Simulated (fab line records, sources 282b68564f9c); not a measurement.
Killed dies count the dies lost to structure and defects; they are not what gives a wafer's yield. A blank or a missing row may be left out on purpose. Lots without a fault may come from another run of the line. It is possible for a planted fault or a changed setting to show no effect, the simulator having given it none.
A lot that was struck, set against a sound lot    flow ritCmos    15 out of 202 route steps
Sound: the wafers L785.2, L785.3, L785.4. Wafers struck: L792.1, L792.4, L792.5. The cause comes at the end.
For every step that has rows: the tool of each side, followed by ch and its chambers, followed by its first start. Under that, the readings that differ: sound wafers    struck wafers    difference of the means    sigmas: that difference in standard deviations of wafers without a fault.
alike: words and numbers the same on both sides, and readings whose means are apart by under 2 such deviations; not compared: readings that were withheld, readings missing a value for some wafer, numbers with overlapping values and no deviation given by the record, and bounds like >300 which may hide the same value.
The two part at a step that has a row with sigmas, a row that says differs or no value, or rows on one side only. When numbers do not overlap yet have no deviation, they are printed without sigmas and do not part them. A reading that every wafer of one side lacks parts them only if that side has two wafers or more.

first, 1 step without rows for these wafers: RIT_SDANNEAL_CLEAN_02 (cleans in SC2, time 600 s).
RIT_SDANNEAL_RTA_03: time 5 s.
  sound on rtpAnneal-02 ch 0, day 5 08:47; struck on rtpAnneal-01 ch 0, day 6 22:52
  alike: wafer_temp_C_max
RIT_SDANNEAL_RS_MEAS_04: uses a four-point probe to measure.
  sound on filmMetro-02 at day 5 08:51; struck on filmMetro-03 at day 6 22:56
  alike: PSD_RS
RIT_SDANNEAL_RS_MEAS_05: uses a four-point probe to measure.
  sound on filmMetro-02 at day 5 08:58; struck on filmMetro-03 at day 6 23:03
  alike: NSD_RS
RIT_SDANNEAL_RS_MEAS_06: uses a four-point probe to measure.
  sound on filmMetro-02 at day 5 09:05; struck on filmMetro-03 at day 6 23:10
  alike: PLDD_RS
RIT_SDANNEAL_RS_MEAS_07: uses a four-point probe to measure.
  sound on filmMetro-02 at day 5 09:13; struck on filmMetro-03 at day 6 23:17
reading           sound              struck             difference  sigmas
NLDD_RS (ohm/sq)  153.3 153.1 153.2  151.6 151.8 151.9  -1.4        -2
then, 1 step without rows for these wafers: RIT_SILICIDE_WET_ETCH_00 (etches SiO2 in BOE, target depth 14 nm, time 15 s).
RIT_SILICIDE_SPUTTER_01: material Ti, target thk 30 nm, time 240 s.
  sound on pvdSputter-03 at day 5 09:20; struck on pvdSputter-02 at day 6 23:25
  alike: throttleValvePct
RIT_SILICIDE_RS_MEAS_02: uses a four-point probe to measure.
  sound on filmMetro-04 at day 5 09:30; struck on filmMetro-01 at day 6 23:34
  alike: SILICIDE_TI_RS
RIT_SILICIDE_THK_MEAS_03: measures by xrf.
  sound on filmMetro-04 at day 5 09:37; struck on filmMetro-01 at day 6 23:41
  alike: SILICIDE_TI_THK
RIT_SILICIDE_RTA_04: time 10 s, ramp up 5 s, ramp down 5 s.
  sound on rtpAnneal-01 ch 0, day 5 09:41; struck on rtpAnneal-01 ch 0, day 6 23:45
  alike: wafer_temp_C_max
then, 1 step without rows for these wafers: RIT_SILICIDE_WET_ETCH_05 (etches Ti in SPM, time 120 s).
RIT_SILICIDE_RTA_06: time 10 s, ramp up 5 s, ramp down 10 s.
  sound on rtpAnneal-02 ch 0, day 5 09:50; struck on rtpAnneal-02 ch 0, day 6 23:52
reading           sound              struck             difference  sigmas
wafer_temp_C_max  753.0 752.9 752.9  758.8 759.0 757.7  +5.6        +8
RIT_CONTACT_CVD_00: deposits SiO2 from TEOS, target thk 400 nm, time 58.06 s.
  sound on pecvd-02 ch 0,1, day 5 09:54; struck on pecvd-01 ch 0,1, day 6 23:56
  alike: heaterPowerW
RIT_M1_PROBE_99:
  sound on prober-01 at day 5 16:34; struck on prober-02 at day 7 06:19
  alike: killedAtContacts, killedAtFrontEnd, killedDies, killedOpen, killedShort

## WHERE THEY PART
First at RIT_SDANNEAL_RS_MEAS_07; last, within this record, at RIT_SILICIDE_RTA_06. Later steps at which nothing parts them and some readings are alike: RIT_CONTACT_CVD_00, RIT_M1_PROBE_99.

WHY: what had been put in by the simulator
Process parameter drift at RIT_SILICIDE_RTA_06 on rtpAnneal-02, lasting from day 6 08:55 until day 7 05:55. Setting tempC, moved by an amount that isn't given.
